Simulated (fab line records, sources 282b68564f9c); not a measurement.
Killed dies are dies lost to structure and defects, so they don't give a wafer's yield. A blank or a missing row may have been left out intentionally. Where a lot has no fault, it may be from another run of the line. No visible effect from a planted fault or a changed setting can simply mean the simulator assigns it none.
Comparing a struck lot with a sound one :: flow rit_cmos :: 44 out of 202 route steps
Sound: wafers L681.1, L681.3, L681.5. The struck wafers were L700.3, L700.4, L700.5. Last of all comes the cause.
For every step that has rows: the tool of each side, followed by ch and its chambers, followed by its first start. Under that, the readings that differ: sound wafers :: struck wafers :: difference of the means :: sigmas: that difference in standard deviations of wafers without a fault.
alike: a reading whose means differ by less than 2 such deviations, as well as words and numbers matching on both sides. not compared: withheld readings; readings where some wafer has no value; bounds like >300 that might hide an equal value; numbers whose values overlap and for which the record gives no deviation.
A row with sigmas, a row that says differs or no value, or rows on one side alone: a step with any of these is where the two part. When numbers do not overlap yet have no deviation, they are printed without sigmas and do not part them. A reading that every wafer of one side lacks parts them only if that side has two wafers or more.

first, 4 steps without rows for these wafers: RIT_PLDD_SOFTBAKE_02 (time 60 s); RIT_PLDD_EXPOSE_03 (exposes mask M8, target cd 40900 nm); RIT_PLDD_PEB_04; RIT_PLDD_DEVELOP_05 (develop time 50 s).
RIT_PLDD_OVL_MEAS_06:
  sound on overlay-01, day 3 06:40; struck on overlay-01, day 7 18:31
  alike: PLDD_OVL
then, 2 steps without rows for these wafers: RIT_PLDD_HARDBAKE_07 (time 60 s); RIT_PLDD_IMPLANT_08.
RIT_PLDD_STRIP_09: strips in O2, time 180 s.
  sound on plasma_asher-03 ch 0,1, day 3 07:00; struck on plasma_asher-04 ch 0,1, day 7 19:15
  alike: drypump_motor_current_A
  not compared: rf_hours_counter_h
RIT_PLDD_TW_MEAS_10:
  sound on film_metro-01, day 3 07:10; struck on film_metro-02, day 7 19:23
  alike: PLDD_TW
then, 3 steps without rows for these wafers: RIT_SPACER_CLEAN_00 (cleans in SC1, time 600 s); RIT_SPACER_CLEAN_01 (cleans in dHF, time 30 s); RIT_SPACER_CLEAN_02 (cleans in SC2, time 600 s).
RIT_SPACER_CVD_03: deposits Si3N4 from SiH2Cl2/NH3, target thk 250 nm, time 3300 s.
  sound on lpcvd-01 ch 0, day 3 07:37; struck on lpcvd-01 ch 0, day 7 20:08
reading: model.Si3N4_of_SPACER_CVD_03.thk_nm (nm)
sound: 248.2 250.4 251.6
struck: 167.4 164.9 166.8
difference: -83.7
sigmas: 
  alike: susceptor_temp_C
RIT_SPACER_THK_MEAS_04:
  sound on film_metro-01, day 3 09:32; struck on film_metro-01, day 7 22:19
reading: SPACER_NITRIDE_THK (nm)
sound: 248.4 250.5 251.3
struck: 167.4 165.1 166.7
difference: -83.7
sigmas: -33
  not compared: hold
RIT_SPACER_ETCHBACK_05: etches Si3N4 in SF6/CHF3, stops on SiO2, target depth 250 nm, time 240 s.
  sound on rie_diel-01 ch 0,1, day 3 09:35; struck on rie_diel-03 ch 1,3, day 8 10:50
reading: hold
sound: - - -
struck: await_dispo/12.5h/release await_dispo/12.5h/release await_dispo/12.5h/release
difference: no value on the sound wafers
sigmas: 

reading: oes_product_au (a.u.)
sound: 0.835 0.851 0.836
struck: 0.639 0.635 0.646
difference: -0.201
sigmas: -18

reading: model.etch.depth_nm (nm)
sound: 248.2 250.4 251.6
struck: 167.4 164.9 166.8
difference: -83.7
sigmas: 
  alike: drypump_motor_current_A, throttle_valve_pct
  not compared: rf_hours_counter_h
then, 6 steps without rows for these wafers: RIT_NSD_HMDS_00 (prime time 60 s); RIT_NSD_COAT_01 (resist thk 1000 nm); RIT_NSD_SOFTBAKE_02 (time 60 s); RIT_NSD_EXPOSE_03 (exposes mask M9, target cd 40700 nm); RIT_NSD_PEB_04; RIT_NSD_DEVELOP_05 (develop time 50 s).
RIT_NSD_OVL_MEAS_06:
  sound on overlay-02, day 3 10:47; struck on overlay-01, day 8 11:51
  alike: NSD_OVL
then, 2 steps without rows for these wafers: RIT_NSD_HARDBAKE_07 (time 60 s); RIT_NSD_IMPLANT_08.
RIT_NSD_STRIP_09: strips in O2, time 180 s.
  sound on plasma_asher-04 ch 0, day 3 11:07; struck on plasma_asher-02 ch 0,1, day 8 12:14
reading: drypump_motor_current_A (A)
sound: 5.42 5.44 5.42
struck: 5.91 6.17 5.92
difference: +0.57
sigmas: +2
  not compared: rf_hours_counter_h
RIT_NSD_TW_MEAS_10:
  sound on film_metro-01, day 3 11:17; struck on film_metro-01, day 8 12:22
  alike: NSD_TW
then, 6 steps without rows for these wafers: RIT_PSD_HMDS_00 (prime time 60 s); RIT_PSD_COAT_01 (resist thk 1000 nm); RIT_PSD_SOFTBAKE_02 (time 60 s); RIT_PSD_EXPOSE_03 (exposes mask M10, target cd 40900 nm); RIT_PSD_PEB_04; RIT_PSD_DEVELOP_05 (develop time 50 s).
RIT_PSD_OVL_MEAS_06:
  sound on overlay-01, day 3 12:20; struck on overlay-01, day 8 13:17
  alike: PSD_OVL
then, 2 steps without rows for these wafers: RIT_PSD_HARDBAKE_07 (time 60 s); RIT_PSD_IMPLANT_08.
RIT_PSD_STRIP_09: strips in O2, time 180 s.
  sound on plasma_asher-01 ch 0,1, day 3 12:40; struck on plasma_asher-01 ch 0,1, day 8 13:40
  alike: drypump_motor_current_A
  not compared: rf_hours_counter_h
RIT_PSD_TW_MEAS_10:
  sound on film_metro-01, day 3 12:50; struck on film_metro-03, day 8 13:47
  alike: PSD_TW
then, 3 steps without rows for these wafers: RIT_SDANNEAL_CLEAN_00 (cleans in SC1, time 600 s); RIT_SDANNEAL_CLEAN_01 (cleans in dHF, time 30 s); RIT_SDANNEAL_CLEAN_02 (cleans in SC2, time 600 s).
RIT_SDANNEAL_RTA_03: time 5 s.
  sound on rtp_anneal-01 ch 0, day 3 13:47; struck on rtp_anneal-02 ch 0, day 8 14:13
  alike: wafer_temp_C_max
RIT_SDANNEAL_RS_MEAS_04: uses a four-point probe to measure.
  sound on film_metro-01, day 3 13:51; struck on film_metro-03, day 8 14:18
  alike: PSD_RS
RIT_SILICIDE_WET_ETCH_00: etches SiO2 in BOE, target depth 14 nm, time 15 s.
  sound on wet_bench-01 ch 3, day 3 14:20; struck on wet_bench-01 ch 2, day 8 14:44
reading: model.Si3N4_of_SPACER_CVD_03.thk_nm (nm)
sound: 193.8 194.7 196.5
struck: 130.2 128.4 129.9
difference: -65.5
sigmas: 
RIT_M1_PROBE_99:
  rows exist in the record for the struck wafers here (prober-02, day 8 21:37), but not for the sound ones

== WHERE THEY PART ==
At RIT_SPACER_THK_MEAS_04 first; at RIT_M1_PROBE_99 last (within this record only).

WHY: whatever the simulator had introduced
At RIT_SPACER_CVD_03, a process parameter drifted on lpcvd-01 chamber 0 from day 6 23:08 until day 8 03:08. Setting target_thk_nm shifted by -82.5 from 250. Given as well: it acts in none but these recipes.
